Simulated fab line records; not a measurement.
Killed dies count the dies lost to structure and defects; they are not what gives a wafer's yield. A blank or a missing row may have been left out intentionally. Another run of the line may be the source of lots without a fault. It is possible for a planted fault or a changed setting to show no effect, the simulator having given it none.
The same fault as seen by 2 desks    flow berkeley-cmos170    each desk holds nothing but its own numbers, with what lay behind them at the end

AT THE METROLOGY DESK
What the gauges read, lot by lot, whatever tool the lot ran on: means of the sampled wafers that have a number. Any lot whose mean is over 4 standard deviations away from the usual mean is out of limits and marked OUT; that distance is given in the brackets.
Columns: A = V1_BOW at UCB170_V1_BOW_MEAS_03, usual 20 um; B = V2_BOW at UCB170_V2_BOW_MEAS_03, usual 37 um; C = cd-nm at UCB170_M3_CD_MEAS_90, usual 699.2 nm
lot   first seen here  A   B   C
L980  day 7 06:27      22  39  699.6
L978  day 7 06:29      24  42  702.4
L977  day 7 06:46      19  34  701.9
L983  day 8 02:01      21  35  698.2
L982  day 8 02:19      22  39  699.8
L984  day 8 11:15      20  40  698.9
L985  day 8 11:15      13  33  700.7
L988  day 9 01:55      16  36  700.4
L989  day 9 05:44      24  43  698.4
L991  day 10 05:18     35  51  682.0 (-8.2) OUT
L994  day 10 22:38     23  42  685.1 (-6.7) OUT
L998  day 11 06:36     26  41  700.2
L999  day 11 14:02     19  39  697.0
L100  day 12 03:27     18  35  696.1
This desk's verdict: out of limits on L991, L994, starting with L991 at day 10 14:53 (cd-nm at UCB170_M3_CD_MEAS_90). L980, L978, L977, L983, L982, L984, L985, L988, L989, L998, L999, L100: within limits.

FOR THE TOOL OWNER'S DESK: rie-metal-01
The tool's own readings at UCB170_M3_METAL_ETCH_18 (etches Al in Cl2/BCl3, stops on SiO2, target depth 1170 nm, time 195 s): means of the sampled wafers that have a number, for each lot that ran on this tool. Any lot whose mean is over 4 standard deviations away from the usual mean is out of limits and marked OUT; that distance is given in the brackets.
Columns: A = bcl3-flow-sccm at UCB170_M3_METAL_ETCH_18, usual 44.99 sccm; B = drypump-motor-current-A at UCB170_M3_METAL_ETCH_18, usual 5.7 A; C = oes-product-au at UCB170_M3_METAL_ETCH_18, usual 0.836 a.u.; D = throttle-valve-pct at UCB170_M3_METAL_ETCH_18, usual 24.40 %
lot   first seen here  A      B    C      D
L980  day 7 18:27      44.97  5.9  0.842  24.14
L985  day 8 21:17      44.92  5.6  0.830  24.17
L988  day 9 11:36      44.96  6.3  0.830  24.11
L989  day 9 15:34      44.83  6.0  0.836  24.14
L991  day 10 14:38     44.99  5.6  0.836  24.17
L994  day 11 08:32     45.04  6.2  0.837  24.11
Finding of this desk: none of the 6 lots has anything out of limits.

ALL TOGETHER
An alarm was possible from the metrology desk at day 10 14:53, on L991, L994.
The desk of the tool owner found nothing out of limits.
On record at the tool owner's desk: L991, L994, within its limits.
All the named lots went through UCB170_M3_METAL_ETCH_18 on rie-metal-01.

WHAT THE SIMULATOR HAD PUT IN
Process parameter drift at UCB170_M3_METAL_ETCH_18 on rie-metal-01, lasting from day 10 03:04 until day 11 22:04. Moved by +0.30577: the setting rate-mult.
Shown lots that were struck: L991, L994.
Delay in hours, fault start to first out-of-limits reading, per desk: metrology desk 12.
